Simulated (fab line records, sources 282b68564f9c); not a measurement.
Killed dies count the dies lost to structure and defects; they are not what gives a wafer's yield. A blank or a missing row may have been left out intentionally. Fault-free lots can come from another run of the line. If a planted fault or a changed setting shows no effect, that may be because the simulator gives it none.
Which of the tools did it? :: flow ritCmos :: 42 wafers from 14 lots sampled at 5 of the route's 202 steps

WHAT EACH GAUGE READ, for each wafer
RIT_SDANNEAL_RS_MEAS_04: uses a four-point probe to measure.
lot: L859
measured: day 3 14:06
on: filmMetro-02
PSD_RS (ohm/sq): 115.79 115.43 115.66

lot: L862
measured: day 4 04:58
on: filmMetro-04
PSD_RS (ohm/sq): 115.62 115.50 115.09

lot: L863
measured: day 4 05:32
on: filmMetro-02
PSD_RS (ohm/sq): 115.52 115.50 115.89

lot: L864
measured: day 4 13:10
on: filmMetro-02
PSD_RS (ohm/sq): 115.90 115.73 115.69

lot: L865
measured: day 4 16:20
on: filmMetro-04
PSD_RS (ohm/sq): 115.60 115.59 115.35

lot: L866
measured: day 4 21:56
on: filmMetro-01
PSD_RS (ohm/sq): 115.71 116.10 115.91

lot: L867
measured: day 5 04:32
on: filmMetro-04
PSD_RS (ohm/sq): 116.04 115.94 116.42

lot: L869
measured: day 5 11:25
on: filmMetro-02
PSD_RS (ohm/sq): 72.44 72.75 72.45

lot: L871
measured: day 5 19:55
on: filmMetro-02
PSD_RS (ohm/sq): 72.59 72.67 72.49

lot: L874
measured: day 6 13:39
on: filmMetro-01
PSD_RS (ohm/sq): 115.77 115.65 115.65

lot: L876
measured: day 7 00:56
on: filmMetro-04
PSD_RS (ohm/sq): 115.37 115.51 115.44

lot: L878
measured: day 7 09:43
on: filmMetro-02
PSD_RS (ohm/sq): 116.30 115.38 115.62

lot: L880
measured: day 7 18:34
on: filmMetro-01
PSD_RS (ohm/sq): 115.65 115.96 115.79

lot: L882
measured: day 8 05:56
on: filmMetro-01
PSD_RS (ohm/sq): 115.58 115.63 115.53

RIT_SDANNEAL_RS_MEAS_05: uses a four-point probe to measure.
lot: L859
measured: day 3 14:13
on: filmMetro-02
NSD_RS (ohm/sq): 84.4 84.1 84.3

lot: L862
measured: day 4 05:05
on: filmMetro-04
NSD_RS (ohm/sq): 84.4 84.5 84.5

lot: L863
measured: day 4 05:40
on: filmMetro-02
NSD_RS (ohm/sq): 84.6 84.6 84.4

lot: L864
measured: day 4 13:17
on: filmMetro-02
NSD_RS (ohm/sq): 84.6 84.4 83.8

lot: L865
measured: day 4 16:27
on: filmMetro-04
NSD_RS (ohm/sq): 84.0 84.0 84.2

lot: L866
measured: day 4 22:04
on: filmMetro-01
NSD_RS (ohm/sq): 84.9 84.9 84.6

lot: L867
measured: day 5 04:39
on: filmMetro-04
NSD_RS (ohm/sq): 83.9 84.1 84.0

lot: L869
measured: day 5 11:32
on: filmMetro-02
NSD_RS (ohm/sq): 77.8 77.3 77.3

lot: L871
measured: day 5 20:02
on: filmMetro-02
NSD_RS (ohm/sq): 76.7 76.8 76.7

lot: L874
measured: day 6 13:46
on: filmMetro-01
NSD_RS (ohm/sq): 84.9 84.7 84.9

lot: L876
measured: day 7 01:04
on: filmMetro-04
NSD_RS (ohm/sq): 84.2 84.3 84.3

lot: L878
measured: day 7 09:50
on: filmMetro-02
NSD_RS (ohm/sq): 84.6 84.5 84.6

lot: L880
measured: day 7 18:41
on: filmMetro-01
NSD_RS (ohm/sq): 84.6 84.3 84.2

lot: L882
measured: day 8 06:03
on: filmMetro-01
NSD_RS (ohm/sq): 85.1 84.9 85.0

RIT_SDANNEAL_RS_MEAS_06: uses a four-point probe to measure.
lot: L859
measured: day 3 14:20
on: filmMetro-02
PLDD_RS (ohm/sq): 179.4 179.0 179.3

lot: L862
measured: day 4 05:13
on: filmMetro-04
PLDD_RS (ohm/sq): 178.6 178.4 178.0

lot: L863
measured: day 4 05:47
on: filmMetro-02
PLDD_RS (ohm/sq): 179.0 178.4 178.8

lot: L864
measured: day 4 13:25
on: filmMetro-02
PLDD_RS (ohm/sq): 178.6 178.7 178.4

lot: L865
measured: day 4 16:34
on: filmMetro-04
PLDD_RS (ohm/sq): 178.5 178.1 178.2

lot: L866
measured: day 4 22:11
on: filmMetro-01
PLDD_RS (ohm/sq): 178.7 178.7 178.5

lot: L867
measured: day 5 04:46
on: filmMetro-04
PLDD_RS (ohm/sq): 178.2 178.5 178.7

lot: L869
measured: day 5 11:39
on: filmMetro-02
PLDD_RS (ohm/sq): 141.7 141.5 141.6

lot: L871
measured: day 5 20:09
on: filmMetro-02
PLDD_RS (ohm/sq): 140.9 141.2 140.7

lot: L874
measured: day 6 13:53
on: filmMetro-01
PLDD_RS (ohm/sq): 178.5 178.4 178.2

lot: L876
measured: day 7 01:11
on: filmMetro-04
PLDD_RS (ohm/sq): 178.0 177.5 177.7

lot: L878
measured: day 7 09:58
on: filmMetro-02
PLDD_RS (ohm/sq): 178.4 177.9 178.2

lot: L880
measured: day 7 18:48
on: filmMetro-01
PLDD_RS (ohm/sq): 179.0 178.6 178.3

lot: L882
measured: day 8 06:10
on: filmMetro-01
PLDD_RS (ohm/sq): 177.1 178.4 178.0

RIT_SDANNEAL_RS_MEAS_07: uses a four-point probe to measure.
lot: L859
measured: day 3 14:28
on: filmMetro-02
NLDD_RS (ohm/sq): 151.1 150.7 150.5

lot: L862
measured: day 4 05:20
on: filmMetro-04
NLDD_RS (ohm/sq): 150.2 150.8 150.6

lot: L863
measured: day 4 05:54
on: filmMetro-02
NLDD_RS (ohm/sq): 151.4 151.8 152.0

lot: L864
measured: day 4 13:32
on: filmMetro-02
NLDD_RS (ohm/sq): 151.7 151.4 151.4

lot: L865
measured: day 4 16:41
on: filmMetro-04
NLDD_RS (ohm/sq): 152.2 151.6 151.6

lot: L866
measured: day 4 22:18
on: filmMetro-01
NLDD_RS (ohm/sq): 151.5 151.6 151.2

lot: L867
measured: day 5 04:53
on: filmMetro-04
NLDD_RS (ohm/sq): 151.2 151.1 151.7

lot: L869
measured: day 5 11:46
on: filmMetro-02
NLDD_RS (ohm/sq): 143.0 142.7 142.2

lot: L871
measured: day 5 20:16
on: filmMetro-02
NLDD_RS (ohm/sq): 142.8 143.0 143.0

lot: L874
measured: day 6 14:01
on: filmMetro-01
NLDD_RS (ohm/sq): 153.0 152.5 152.4

lot: L876
measured: day 7 01:18
on: filmMetro-04
NLDD_RS (ohm/sq): 151.4 151.7 151.3

lot: L878
measured: day 7 10:05
on: filmMetro-02
NLDD_RS (ohm/sq): 152.5 152.3 152.2

lot: L880
measured: day 7 18:55
on: filmMetro-01
NLDD_RS (ohm/sq): 152.0 152.7 152.2

lot: L882
measured: day 8 06:17
on: filmMetro-01
NLDD_RS (ohm/sq): 152.0 151.6 152.7

EACH LOT AND THE TOOL THAT RAN IT (in order: tool; ch and the chambers of the sampled wafers; start)
lot: L859
RIT_SDANNEAL_RTA_03: rtpAnneal-01 ch 0, day 3 14:01

lot: L862
RIT_SDANNEAL_RTA_03: rtpAnneal-02 ch 0, day 4 04:54

lot: L863
RIT_SDANNEAL_RTA_03: rtpAnneal-01 ch 0, day 4 05:29

lot: L864
RIT_SDANNEAL_RTA_03: rtpAnneal-02 ch 0, day 4 13:07

lot: L865
RIT_SDANNEAL_RTA_03: rtpAnneal-01 ch 0, day 4 16:17

lot: L866
RIT_SDANNEAL_RTA_03: rtpAnneal-02 ch 0, day 4 21:53

lot: L867
RIT_SDANNEAL_RTA_03: rtpAnneal-01 ch 0, day 5 04:28

lot: L869
RIT_SDANNEAL_RTA_03: rtpAnneal-01 ch 0, day 5 11:20

lot: L871
RIT_SDANNEAL_RTA_03: rtpAnneal-01 ch 0, day 5 19:52

lot: L874
RIT_SDANNEAL_RTA_03: rtpAnneal-02 ch 0, day 6 13:35

lot: L876
RIT_SDANNEAL_RTA_03: rtpAnneal-02 ch 0, day 7 00:53

lot: L878
RIT_SDANNEAL_RTA_03: rtpAnneal-02 ch 0, day 7 09:40

lot: L880
RIT_SDANNEAL_RTA_03: rtpAnneal-02 ch 0, day 7 18:29

lot: L882
RIT_SDANNEAL_RTA_03: rtpAnneal-02 ch 0, day 8 05:52
- RIT_SDANNEAL_RTA_03: time 5 s.

AS READ BY THE TOOLS THEMSELVES (means over the sampled wafers that have a number; for cases with no such wafer, the mark the record gives instead)
RIT_SDANNEAL_RTA_03.
lot: L859
tool: rtpAnneal-01
wafer_temp_C_max: 1054.5

lot: L862
tool: rtpAnneal-02
wafer_temp_C_max: 1053.1

lot: L863
tool: rtpAnneal-01
wafer_temp_C_max: 1053.1

lot: L864
tool: rtpAnneal-02
wafer_temp_C_max: 1053.4

lot: L865
tool: rtpAnneal-01
wafer_temp_C_max: 1053.6

lot: L866
tool: rtpAnneal-02
wafer_temp_C_max: 1053.2

lot: L867
tool: rtpAnneal-01
wafer_temp_C_max: 1052.6

lot: L869
tool: rtpAnneal-01
wafer_temp_C_max: 1053.4

lot: L871
tool: rtpAnneal-01
wafer_temp_C_max: 1053.1

lot: L874
tool: rtpAnneal-02
wafer_temp_C_max: 1052.7

lot: L876
tool: rtpAnneal-02
wafer_temp_C_max: 1055.3

lot: L878
tool: rtpAnneal-02
wafer_temp_C_max: 1052.4

lot: L880
tool: rtpAnneal-02
wafer_temp_C_max: 1054.1

lot: L882
tool: rtpAnneal-02
wafer_temp_C_max: 1052.9

THE ANSWER, worked out from the rows above alone
Rule: the usual values come from the lots themselves. Put in order of their means at a reading, lots are off if they are a third of the lots or fewer, leave a main group of 4 or more, and stand apart from it by a gap of 3 or more times the standard deviation of the main group's means; of several such gaps the widest counts. If all means in a main group match to the digits the tables above print for the reading, that group is not used. A lot without any number at a reading at which 4 lots or more have one is off too. All remaining lots with rows at the step are treated as sound. Order of review: gauges by route order, followed by the tools' own readings, for which a lot's mean as printed above is used. At the first step where some lot is off, the reading lying furthest off is the one used; lots without a number count as furthest.
Off: L869, L871, seen at RIT_SDANNEAL_RS_MEAS_04 (PSD_RS). For the main group the mean is 115.69 ohm/sq and the standard deviation 0.2.
A tool fits if, at a process step before that reading, it ran every lot that is off, and no sound lot after the first of them. The gauges at RIT_SDANNEAL_RS_MEAS_04 are tried like those tools. One candidate fits, namely rtpAnneal-01 at RIT_SDANNEAL_RTA_03. A fault onset in the window from L867 (day 5 04:28, its last sound lot) to L869 (day 5 11:20, its first lot off) fits.

WHAT THE SIMULATOR HAD INSERTED
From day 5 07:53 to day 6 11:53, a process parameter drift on rtpAnneal-01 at RIT_SDANNEAL_RTA_03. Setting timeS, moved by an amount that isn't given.
Lots struck among those shown: L869, L871. The rule above found the same.
